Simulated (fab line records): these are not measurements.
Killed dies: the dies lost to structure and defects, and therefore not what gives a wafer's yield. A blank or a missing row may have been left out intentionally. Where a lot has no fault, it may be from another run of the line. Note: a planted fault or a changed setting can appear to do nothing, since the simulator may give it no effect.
What tool caused it? / flow berkeley-cmos170 / 14 lots, 42 wafers sampled, at 4 steps of a route of 331

WHAT THE GAUGES READ, wafer by wafer
UCB170_M3_RS_MEAS_02: a four-point-probe measurement.
lot=L879; measured=day 8 13:25; on=film-metro-02; M3_AL_RS (ohm/sq)=0.0321 0.0322 0.0323
lot=L881; measured=day 9 03:52; on=film-metro-02; M3_AL_RS (ohm/sq)=0.0326 0.0326 0.0327
lot=L884; measured=day 9 19:04; on=film-metro-04; M3_AL_RS (ohm/sq)=0.0323 0.0323 0.0324
lot=L885; measured=day 9 21:25; on=film-metro-01; M3_AL_RS (ohm/sq)=0.0322 0.0325 0.0325
lot=L883; measured=day 9 21:43; on=film-metro-01; M3_AL_RS (ohm/sq)=0.0328 0.0330 0.0327
lot=L887; measured=day 10 07:16; on=film-metro-01; M3_AL_RS (ohm/sq)=0.0319 0.0321 0.0321
lot=L888; measured=day 10 20:56; on=film-metro-02; M3_AL_RS (ohm/sq)=0.0322 0.0324 0.0321
lot=L890; measured=day 11 04:52; on=film-metro-02; M3_AL_RS (ohm/sq)=0.0320 0.0319 0.0321
lot=L889; measured=day 11 06:38; on=film-metro-02; M3_AL_RS (ohm/sq)=0.0317 0.0318 0.0318
lot=L892; measured=day 11 19:21; on=film-metro-04; M3_AL_RS (ohm/sq)=0.0325 0.0323 0.0325
lot=L891; measured=day 11 21:28; on=film-metro-01; M3_AL_RS (ohm/sq)=0.0322 0.0318 0.0323
lot=L897; measured=day 13 04:14; on=film-metro-01; M3_AL_RS (ohm/sq)=0.0321 0.0321 0.0174
lot=L900; measured=day 13 19:05; on=film-metro-01; M3_AL_RS (ohm/sq)=0.0175 0.0325 0.0175
lot=L901; measured=day 14 10:38; on=film-metro-04; M3_AL_RS (ohm/sq)=0.0319 0.0319 0.0322

UCB170_M3_THK_MEAS_03: measures by xrf.
lot=L879; measured=day 8 13:32; on=film-metro-02; M3_AL_THK (nm)=900 903 894
lot=L881; measured=day 9 03:59; on=film-metro-02; M3_AL_THK (nm)=887 888 883
lot=L884; measured=day 9 19:11; on=film-metro-04; M3_AL_THK (nm)=903 903 902
lot=L885; measured=day 9 21:32; on=film-metro-01; M3_AL_THK (nm)=908 901 903
lot=L883; measured=day 9 21:50; on=film-metro-01; M3_AL_THK (nm)=893 892 892
lot=L887; measured=day 10 07:23; on=film-metro-01; M3_AL_THK (nm)=906 905 905
lot=L888; measured=day 10 21:03; on=film-metro-02; M3_AL_THK (nm)=899 890 899
lot=L890; measured=day 11 04:59; on=film-metro-02; M3_AL_THK (nm)=906 903 892
lot=L889; measured=day 11 06:46; on=film-metro-02; M3_AL_THK (nm)=911 909 907
lot=L892; measured=day 11 19:28; on=film-metro-04; M3_AL_THK (nm)=892 893 896
lot=L891; measured=day 11 21:35; on=film-metro-01; M3_AL_THK (nm)=906 917 905
lot=L897; measured=day 13 04:20; on=film-metro-01; M3_AL_THK (nm)=905 906 1678
lot=L900; measured=day 13 19:11; on=film-metro-01; M3_AL_THK (nm)=1664 898 1669
lot=L901; measured=day 14 10:44; on=film-metro-04; M3_AL_THK (nm)=910 910 902

WHICH TOOL RAN EACH LOT (tool, then ch and the chambers of the sampled wafers, then the start)
lot=L879; UCB170_V2_CVD_00=pecvd-04 ch 0,2, day 8 10:11; UCB170_M3_SPUTTER_01=pvd-sputter-02, day 8 13:19
lot=L881; UCB170_V2_CVD_00=pecvd-02 ch 0,2, day 9 00:47; UCB170_M3_SPUTTER_01=pvd-sputter-01, day 9 03:47
lot=L884; UCB170_V2_CVD_00=pecvd-03 ch 0,1, day 9 16:22; UCB170_M3_SPUTTER_01=pvd-sputter-02, day 9 18:59
lot=L885; UCB170_V2_CVD_00=pecvd-04 ch 0,2, day 9 17:55; UCB170_M3_SPUTTER_01=pvd-sputter-03, day 9 21:20
lot=L883; UCB170_V2_CVD_00=pecvd-02 ch 0,1,2, day 9 19:14; UCB170_M3_SPUTTER_01=pvd-sputter-01, day 9 21:37
lot=L887; UCB170_V2_CVD_00=pecvd-04 ch 0,1,2, day 10 04:42; UCB170_M3_SPUTTER_01=pvd-sputter-02, day 10 07:10
lot=L888; UCB170_V2_CVD_00=pecvd-04 ch 0,1,2, day 10 18:22; UCB170_M3_SPUTTER_01=pvd-sputter-02, day 10 20:50
lot=L890; UCB170_V2_CVD_00=pecvd-03 ch 0,2, day 11 02:17; UCB170_M3_SPUTTER_01=pvd-sputter-02, day 11 04:46
lot=L889; UCB170_V2_CVD_00=pecvd-04 ch 0,1,2, day 11 04:11; UCB170_M3_SPUTTER_01=pvd-sputter-01, day 11 06:34
lot=L892; UCB170_V2_CVD_00=pecvd-02 ch 0,2, day 11 16:55; UCB170_M3_SPUTTER_01=pvd-sputter-03, day 11 19:15
lot=L891; UCB170_V2_CVD_00=pecvd-04 ch 0,1, day 11 18:56; UCB170_M3_SPUTTER_01=pvd-sputter-03, day 11 21:23
lot=L897; UCB170_V2_CVD_00=pecvd-03 ch 0,1, day 12 21:17; UCB170_M3_SPUTTER_01=pvd-sputter-01, day 13 04:07
lot=L900; UCB170_V2_CVD_00=pecvd-03 ch 1,2, day 13 16:08; UCB170_M3_SPUTTER_01=pvd-sputter-01, day 13 18:58
lot=L901; UCB170_V2_CVD_00=pecvd-04 ch 0,1, day 14 07:18; UCB170_M3_SPUTTER_01=pvd-sputter-02, day 14 10:31
- UCB170_V2_CVD_00: deposits SiO2 from TEOS/O2, target thk 2000 nm, time 250 s.
- UCB170_M3_SPUTTER_01: material Al, target thk 900 nm, time 120 s.

WHAT THE TOOLS THEMSELVES READ (means of the sampled wafers that have a number; where no wafer has one, the mark that the record gives instead)
UCB170_V2_CVD_00.
lot=L879; tool=pecvd-04; heater-power-w (W)=268; rf-fwd-power-W (W)=550.0
lot=L881; tool=pecvd-02; heater-power-w (W)=199; rf-fwd-power-W (W)=549.3
lot=L884; tool=pecvd-03; heater-power-w (W)=216; rf-fwd-power-W (W)=548.8
lot=L885; tool=pecvd-04; heater-power-w (W)=270; rf-fwd-power-W (W)=549.3
lot=L883; tool=pecvd-02; heater-power-w (W)=238; rf-fwd-power-W (W)=547.6
lot=L887; tool=pecvd-04; heater-power-w (W)=287; rf-fwd-power-W (W)=547.6
lot=L888; tool=pecvd-04; heater-power-w (W)=253; rf-fwd-power-W (W)=549.4
lot=L890; tool=pecvd-03; heater-power-w (W)=283; rf-fwd-power-W (W)=547.3
lot=L889; tool=pecvd-04; heater-power-w (W)=248; rf-fwd-power-W (W)=550.0
lot=L892; tool=pecvd-02; heater-power-w (W)=192; rf-fwd-power-W (W)=547.7
lot=L891; tool=pecvd-04; heater-power-w (W)=263; rf-fwd-power-W (W)=549.7
lot=L897; tool=pecvd-03; heater-power-w (W)=220; rf-fwd-power-W (W)=548.7
lot=L900; tool=pecvd-03; heater-power-w (W)=228; rf-fwd-power-W (W)=548.3
lot=L901; tool=pecvd-04; heater-power-w (W)=256; rf-fwd-power-W (W)=548.0

UCB170_M3_SPUTTER_01.
lot=L879; tool=pvd-sputter-02; throttle-valve-pct (%)=30.1
lot=L881; tool=pvd-sputter-01; throttle-valve-pct (%)=30.5
lot=L884; tool=pvd-sputter-02; throttle-valve-pct (%)=29.8
lot=L885; tool=pvd-sputter-03; throttle-valve-pct (%)=30.8
lot=L883; tool=pvd-sputter-01; throttle-valve-pct (%)=30.2
lot=L887; tool=pvd-sputter-02; throttle-valve-pct (%)=29.8
lot=L888; tool=pvd-sputter-02; throttle-valve-pct (%)=30.4
lot=L890; tool=pvd-sputter-02; throttle-valve-pct (%)=30.6
lot=L889; tool=pvd-sputter-01; throttle-valve-pct (%)=30.2
lot=L892; tool=pvd-sputter-03; throttle-valve-pct (%)=30.5
lot=L891; tool=pvd-sputter-03; throttle-valve-pct (%)=30.3
lot=L897; tool=pvd-sputter-01; throttle-valve-pct (%)=30.1
lot=L900; tool=pvd-sputter-01; throttle-valve-pct (%)=30.1
lot=L901; tool=pvd-sputter-02; throttle-valve-pct (%)=29.9

THE ANSWER, worked out from the rows above alone
Rule: the lots themselves supply what counts as usual. The widest of any qualifying gaps counts: lots, ordered by their means at a reading, are off when they make up no more than a third of the lots, leave a main group of 4 or more, and stand apart from it by 3 or more times the standard deviation of that group's means. A main group whose means are all the same, to the digits that the tables above print for the reading, isn't used. A lot without any number at a reading at which 4 lots or more have one is off too. Where the step has rows for the other lots, those lots are counted as sound. First the gauges in route order, then the tools' own readings, where a lot's mean is used as printed above. At the first step where some lot is off, the reading lying furthest off is the one used; lots without a number count as furthest.
Off: L897, L900, seen at UCB170_M3_RS_MEAS_02 (M3_AL_RS). Mean 0.0322 ohm/sq and standard deviation 0.00029 in the main group.
A tool fits if, at a process step before that reading, it ran every lot that is off, and no sound lot after the first of them. Those tools and the gauges at UCB170_M3_RS_MEAS_02 are tried in the same way. Can't be told from this: 3 tools fit, pecvd-03 at UCB170_V2_CVD_00, pvd-sputter-01 at UCB170_M3_SPUTTER_01, film-metro-01 at UCB170_M3_RS_MEAS_02.

WHAT WAS PUT IN BY THE SIMULATOR
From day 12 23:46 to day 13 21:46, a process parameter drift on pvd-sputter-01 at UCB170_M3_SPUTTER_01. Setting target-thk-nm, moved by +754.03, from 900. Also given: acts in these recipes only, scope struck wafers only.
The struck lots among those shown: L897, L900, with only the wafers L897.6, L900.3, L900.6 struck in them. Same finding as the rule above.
